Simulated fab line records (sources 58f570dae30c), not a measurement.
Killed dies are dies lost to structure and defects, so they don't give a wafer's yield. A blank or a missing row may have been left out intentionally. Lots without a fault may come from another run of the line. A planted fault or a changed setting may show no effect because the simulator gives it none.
Struck lot and sound lot, side by side    flow berkeleyCmos170    15 steps out of a route of 331
Sound: wafers L102.3, L102.4, L102.6. The struck wafers were L996.1, L996.3, L996.4. The cause is given at the end.
For every step that has rows: the tool of each side, followed by ch and its chambers, followed by its first start. Under that, the readings that differ: sound wafers    struck wafers    difference of the means    sigmas: that difference in standard deviations of wafers without a fault.
alike: words and numbers the same on both sides, and readings whose means are apart by under 2 such deviations; not compared: readings that were withheld, readings missing a value for some wafer, numbers with overlapping values and no deviation given by the record, and bounds like >300 which may hide the same value.
Wherever a step has rows on one side only, a row that says differs or no value, or a row with sigmas, the two part there. Non-overlapping numbers with no deviation appear without sigmas and do not part them. A reading missing from all wafers of one side parts the sides only when that side holds two or more wafers.

first, 1 step without rows for these wafers: UCB170_M2_SOFTBAKE_06 (time 60 s).
UCB170_M2_STRIP_07: strips in O2.
  sound on plasmaAsher-03 ch 0,1, day 11 10:07; struck on plasmaAsher-04 ch 0,1, day 10 12:50
reading                   sound              struck             difference  sigmas
stripTimeToEndpointS (s)  22.02 22.00 21.94  21.83 21.85 21.79  -0.16       -3
  alike: drypumpMotorCurrentA, oesProductAu
  not compared: rfHoursCounterH
then, 7 steps without rows for these wafers: UCB170_M2_STRIP_08 (strips KrF in DMSO, time 600 s); UCB170_M2_COAT_09; UCB170_M2_COAT_10 (resist thk 900 nm); UCB170_M2_SOFTBAKE_11 (time 60 s); UCB170_M2_EXPOSE_12 (exposes mask METAL2, target cd 700 nm); UCB170_M2_PEB_13; UCB170_M2_DEVELOP_14 (develop time 45 s).
UCB170_M2_CD_MEAS_15 targets a cd of 700 nm.
  sound: cdSem-02 at day 11 13:01; struck: cdSem-02 at day 10 14:16
  alike: cdNm
UCB170_M2_OVL_MEAS_16:
  sound: overlay-02 at day 11 13:07; struck: overlay-02 at day 10 14:23
  alike: M2_OVL
UCB170_M2_ETCH_17: etches BARC in N2/H2.
  sound on rieDiel-03 ch 2,3, day 11 13:08; struck on rieDiel-01 ch 0,1,3, day 10 14:25
  alike: drypumpMotorCurrentA, oesProductAu, throttleValvePct
UCB170_M2_METAL_ETCH_18: etches Al in Cl2/BCl3, stops on SiO2, target depth 1170 nm, time 195 s.
  sound on rieMetal-01 ch 0, day 11 13:18; struck on rieMetal-03 ch 0,1, day 10 14:28
reading                   sound              struck                   difference  sigmas
drypumpMotorCurrentA (A)  6.3 6.2 6.3        4.9 5.5 4.9              -1.2        -2
overEtchFrac              0.3 0.3 0.3        0.28259 0.28259 0.28259  -0.01741    
throttleValvePct (%)      24.48 24.48 24.46  24.83 24.63 24.82        +0.29       +2
  alike: mfcCl2Sccm, oesProductAu
  not compared: rfHoursCounterH
UCB170_M2_STRIP_19: strips in O2.
  sound on plasmaAsher-04 ch 0,1, day 11 13:35; struck on plasmaAsher-03 ch 0,1, day 10 14:39
  alike: drypumpMotorCurrentA, oesProductAu
  not compared: rfHoursCounterH
UCB170_M3_PROBE_99:
  record: rows for the struck wafers here (prober-01, day 10 21:45), none for the sound ones

WHERE THEY PART
At UCB170_M2_STRIP_07 first; at UCB170_M3_PROBE_99 last (within this record only).

WHY: whatever the simulator had introduced
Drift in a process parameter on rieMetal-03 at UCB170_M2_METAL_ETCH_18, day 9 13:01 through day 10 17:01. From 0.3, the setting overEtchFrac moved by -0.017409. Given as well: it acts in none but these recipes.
